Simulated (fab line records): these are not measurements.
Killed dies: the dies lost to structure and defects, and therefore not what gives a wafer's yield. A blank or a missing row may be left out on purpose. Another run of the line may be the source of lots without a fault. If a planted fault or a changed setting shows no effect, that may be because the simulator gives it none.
fab line records    flow rit_cmos    part 2 of 2: steps 34 to 48 of 48
record: lots: 5  wafers: 15  last_day: 7
route steps=202 shown GATE@82 REOX@98 NLDD@103 PLDD@114 SPACER@125
lots that met no fault: taken from a fault-free run of the same line
start_h: hours from the record's first day to the start of the lot's first wafer shown    wait_h: hours since the lot's step before    " identical to the entry in the row above    L1.1+2: one row covering several wafers at once    - either no value or no given start    * or withheld: withheld    < > ~ a bound
route shown NAME@n: a module of which the file shows steps, and the number in the route of the first    usual: mean/standard deviation taken from wafers without a fault    same: alike in all rows    chamber/n: place in a boat    sites: the reading at each site    _std_site: the values' standard deviation    _edge_site: inner sites' mean taken away from outer sites' mean    radius_mm: how far each site lies from the wafer's centre    mask NAME#n: copy n    behind: the tool/chamber that last shaped the wafer    hold: why the lot was held/for how many hours/how that ended    device: the transistor (n, p or np) that didn't switch    end of line: the route-end tests of the same wafers    step lacking rows: just its recipe    killed: not the wafer's yield, but the dies lost to structure and defects at the first sort    map: dies across one wafer; x = killed, . = not, _ = none there
set.NAME: the setting as run; set.NAME@STEP: as run at that earlier step    model.NAME: the simulator's own value behind a step, which no gauge read
a table for each step, a row for each wafer; lots at some steps of the route
services: a tool's chamber out of use, with start hour (start_h, from the record's first day; less than 0 if before it), hours out, and reason
== steps ==
step: RIT_PLDD_COAT_01
recipe: resist: NOVOLAK  spin_rpm: 3250  resist_thk_nm: 1000
usual: spin_speed_rpm: 3250.1/2.5
lot.wafer  tool            chamber  start_h  wait_h  spin_speed_rpm
L077.2     litho_track-03  0        57.71    0.1     3246.8
L077.3     "               0        "        "       3248.8
L077.6     "               0        "        "       3248.3
L080.1     litho_track-03  0        72.45    0.1     3250.0
L080.3     "               0        "        "       3249.3
L080.4     "               0        "        "       3247.7
L081.1     litho_track-01  0        76.34    0.1     3253.6
L081.2     "               0        "        "       3250.6
L081.5     "               0        "        "       3247.1
L086.1     litho_track-01  0        103.34   0.1     3252.6
L086.3     "               0        "        "       3251.5
L086.4     "               0        "        "       3253.4
L095.1     litho_track-04  0        148.75   0.1     3251.9
L095.3     "               0        "        "       3250.0
L095.6     "               0        "        "       3252.1
step: RIT_PLDD_SOFTBAKE_02
recipe: resist: NOVOLAK  temp_c: 90  time_s: 60
lot.wafer   tool            chamber  start_h  wait_h
L077.2+3+6  litho_track-03  0        57.86    0.1
L080.1+3+4  litho_track-03  0        72.60    0.1
L081.1+2+5  litho_track-01  0        76.49    0.1
L086.1+3+4  litho_track-01  0        103.49   0.1
L095.1+3+6  litho_track-04  0        148.90   0.1
step: RIT_PLDD_EXPOSE_03
recipe: mask_id: M8  na: 0.57  target_cd_nm: 40900  dose_mj: 250
lot.wafer   tool              chamber  start_h  wait_h  mask
L077.2+3+6  iline_stepper-02  0        58.01    0.1     M8#0
L080.1+3+4  iline_stepper-01  0        72.75    0.1     M8#0
L081.1+2+5  iline_stepper-01  0        76.64    0.1     M8#0
L086.1+3+4  iline_stepper-01  0        103.64   0.1     M8#0
L095.1+3+6  iline_stepper-02  0        149.17   0.2     M8#0
step: RIT_PLDD_PEB_04
recipe: resist: NOVOLAK  temp_c: withheld  time_s: withheld
lot.wafer   tool            chamber  start_h  wait_h
L077.2+3+6  litho_track-01  0        58.13    0.1
L080.1+3+4  litho_track-01  0        72.86    0.1
L081.1+2+5  litho_track-03  0        76.76    0.1
L086.1+3+4  litho_track-01  0        103.76   0.1
L095.1+3+6  litho_track-04  0        149.29   0.1
step: RIT_PLDD_DEVELOP_05
recipe: resist: NOVOLAK  develop_time_s: 50  dev_temp_c: 23
lot.wafer   tool            chamber  start_h  wait_h
L077.2+3+6  litho_track-01  0        -        -
L080.1+3+4  litho_track-01  0        -        -
L081.1+2+5  litho_track-03  0        -        -
L086.1+3+4  litho_track-01  0        -        -
L095.1+3+6  litho_track-04  0        -        -
step: RIT_PLDD_OVL_MEAS_06
usual: PLDD_OVL: 1.0/1.4
lot.wafer  tool        chamber  start_h  wait_h  PLDD_OVL[nm]
L077.2     overlay-02  -        58.39    -       -1.3
L077.3     "           -        "        "       -0.4
L077.6     "           -        "        "       0.1
L080.1     overlay-02  -        73.15    -       2.3
L080.3     "           -        "        "       2.6
L080.4     "           -        "        "       0.4
L081.1     overlay-01  -        77.04    -       2.1
L081.2     "           -        "        "       1.7
L081.5     "           -        "        "       -2.2
L086.1     overlay-02  -        104.04   -       0.0
L086.3     "           -        "        "       -1.3
L086.4     "           -        "        "       -0.7
L095.1     overlay-02  -        149.57   -       1.4
L095.3     "           -        "        "       2.4
L095.6     "           -        "        "       1.4
step: RIT_PLDD_HARDBAKE_07
recipe: resist: NOVOLAK  temp_c: 140  time_s: 60
lot.wafer   tool            chamber  start_h  wait_h
L077.2+3+6  litho_track-04  0        58.45    0.0
L080.1+3+4  litho_track-04  0        73.18    0.0
L081.1+2+5  litho_track-03  0        77.08    0.0
L086.1+3+4  litho_track-04  0        104.15   0.1
L095.1+3+6  litho_track-04  0        149.61   0.0
step: RIT_PLDD_IMPLANT_08
recipe: species: BF2  energy_kev: 20  dose_cm2: 9e+14  tilt_deg: 7
lot.wafer   tool          chamber  start_h  wait_h
L077.2+3+6  implanter-01  0        58.60    0.1
L080.1+3+4  implanter-03  0        73.33    0.1
L081.1+2+5  implanter-02  0        77.23    0.1
L086.1+3+4  implanter-01  0        104.30   0.1
L095.1+3+6  implanter-03  0        149.76   0.1
step: RIT_PLDD_STRIP_09
recipe: chemistry: O2  time_s: 180  resist: NOVOLAK  platen_temp_c: withheld  power_w: 500  pressure_mtorr: 4000  o2_flow_sccm: 4000
usual: drypump_motor_current_A: 5.9/0.43  o2_flow_sccm: 3999/11
lot.wafer  tool             chamber  start_h  wait_h  drypump_motor_current_A  o2_flow_sccm  rf_hours_counter_h
L077.2     plasma_asher-03  0        58.72    0.1     6.0                      3995          27
L077.3     "                0        "        "       6.0                      3985          -
L077.6     "                0        "        "       5.9                      3999          -
L080.1     plasma_asher-01  0        73.48    0.1     5.1                      3990          43
L080.3     "                1        "        "       6.1                      4011          -
L080.4     "                0        "        "       5.1                      3996          -
L081.1     plasma_asher-01  0        77.38    0.1     5.1                      4004          43
L081.2     "                1        "        "       6.1                      4014          43
L081.5     "                1        "        "       6.0                      3986          -
L086.1     plasma_asher-03  0        104.45   0.1     6.0                      3999          29
L086.3     "                1        "        "       5.7                      4009          -
L086.4     "                0        "        "       5.9                      4005          -
L095.1     plasma_asher-02  0        149.91   0.1     6.5                      3988          53
L095.3     "                0        "        "       6.4                      3987          -
L095.6     "                0        "        "       6.5                      3992          -
step: RIT_PLDD_TW_MEAS_10
usual: PLDD_TW: 2375/18
lot.wafer  tool           chamber  start_h  wait_h  PLDD_TW
L077.2     film_metro-02  -        58.91    0.1     2364
L077.3     "              -        "        "       2362
L077.6     "              -        "        "       2357
L080.1     film_metro-02  -        73.66    0.1     2372
L080.3     "              -        "        "       2371
L080.4     "              -        "        "       2362
L081.1     film_metro-03  -        77.55    0.1     2399
L081.2     "              -        "        "       2381
L081.5     "              -        "        "       2386
L086.1     film_metro-02  -        104.62   0.1     2349
L086.3     "              -        "        "       2351
L086.4     "              -        "        "       2353
L095.1     film_metro-03  -        150.08   0.1     2404
L095.3     "              -        "        "       2390
L095.6     "              -        "        "       2399
step: RIT_SPACER_CLEAN_00
recipe: chemistry: SC1  mix: 3:3:50  time_s: 600  temp_c: 75
lot.wafer   tool          chamber  start_h  wait_h
L077.2+3+6  wet_bench-02  2        58.96    0.0
L080.1+3+4  wet_bench-01  2        73.72    0.1
L081.1+2+5  wet_bench-01  1        77.61    0.1
L086.1+3+4  wet_bench-03  3        104.68   0.1
L095.1+3+6  wet_bench-01  2        150.14   0.1
step: RIT_SPACER_CLEAN_01
recipe: chemistry: dHF  dilution: 50:1  time_s: 30
lot.wafer   tool          chamber  start_h  wait_h
L077.2+3+6  wet_bench-01  2        59.13    0.0
L080.1+3+4  wet_bench-03  2        73.89    0.0
L081.1+2+5  wet_bench-02  1        77.79    0.0
L086.1+3+4  wet_bench-03  3        104.86   0.0
L095.1+3+6  wet_bench-03  2        150.34   0.0
step: RIT_SPACER_CLEAN_02
recipe: chemistry: SC2  mix: 3:3:50  time_s: 600  temp_c: 75  dry: n2_spin
lot.wafer   tool          chamber  start_h  wait_h
L077.2+3+6  wet_bench-03  3        59.15    0.0
L080.1+3+4  wet_bench-02  3        73.91    0.0
L081.1+2+5  wet_bench-03  0        77.81    0.0
L086.1+3+4  wet_bench-03  2        104.87   0.0
L095.1+3+6  wet_bench-01  1        150.35   0.0
step: RIT_SPACER_CVD_03
recipe: material: Si3N4  target_thk_nm: 250  temp_c: 810  precursor: SiH2Cl2/NH3  time_s: 3300  pressure_mtorr: 300  sih2cl2_flow_sccm: 60  nh3_flow_sccm: 150
usual: spike_tc_source_C: 831/4.2
lot.wafer  tool      chamber  start_h  wait_h  spike_tc_source_C
L077.2     lpcvd-02  0        59.32    0.0     831
L077.3     "         0        "        "       833
L077.6     "         0        "        "       831
L080.1     lpcvd-02  0        74.09    0.0     831
L080.3     "         0        "        "       832
L080.4     "         0        "        "       833
L081.1     lpcvd-02  0        77.98    0.0     831
L081.2     "         0        "        "       830
L081.5     "         0        "        "       832
L086.1     lpcvd-02  1        105.05   0.0     836
L086.3     "         1        "        "       837
L086.4     "         1        "        "       839
L095.1     lpcvd-02  0        150.54   0.0     832
L095.3     "         0        "        "       830
L095.6     "         0        "        "       831
step: RIT_SPACER_THK_MEAS_04
recipe: reads: Si3N4_of_SPACER_CVD_03
usual: SPACER_NITRIDE_THK: 250.5/2.2
lot.wafer  tool           chamber  start_h  wait_h  SPACER_NITRIDE_THK[nm]
L077.2     film_metro-01  -        61.25    0.0     251.6
L077.3     "              -        "        "       249.6
L077.6     "              -        "        "       248.5
L080.1     film_metro-01  -        76.00    0.0     248.3
L080.3     "              -        "        "       246.7
L080.4     "              -        "        "       247.7
L081.1     film_metro-03  -        79.90    0.0     252.5
L081.2     "              -        "        "       252.2
L081.5     "              -        "        "       252.3
L086.1     film_metro-04  -        107.92   0.0     248.9
L086.3     "              -        "        "       249.9
L086.4     "              -        "        "       248.8
L095.1     film_metro-03  -        152.46   0.0     250.1
L095.3     "              -        "        "       249.9
L095.6     "              -        "        "       250.1
== services ==
tool              chamber  start_h  hours  kind
iline_stepper-01  0        36.84    -      calibration
rie_si-02         2        41.79    8.6    repair
implanter-01      -        46.82    3.3    repair
rie_si-02         3        50.37    -      clean
rie_si-02         3        50.37    24.1   scheduled_down
rie_si-02         3        50.37    24.1   vent_cycle
implanter-01      -        63.66    3.1    pm
furnace-04        -        72.60    4.2    pm
furnace-03        -        74.59    3.4    pm
plasma_asher-03   -        74.96    24.9   pm
furnace-03        -        77.94    4.1    pm
plasma_asher-01   -        85.33    2.8    pm
wet_bench-04      -        89.14    0.6    repair
rie_si-02         1        95.70    1.9    repair
iline_stepper-02  -        97.56    2.5    repair
plasma_asher-04   -        108.75   9.0    pm
implanter-02      -        108.95   2.0    repair
implanter-03      -        112.80   3.0    repair
iline_stepper-01  -        119.86   1.7    pm
rie_si-02         0        121.22   -      clean
implanter-03      -        128.96   4.0    pm
plasma_asher-03   -        142.42   14.6   pm
furnace-01        -        147.56   4.3    pm
implanter-01      -        148.98   3.0    repair
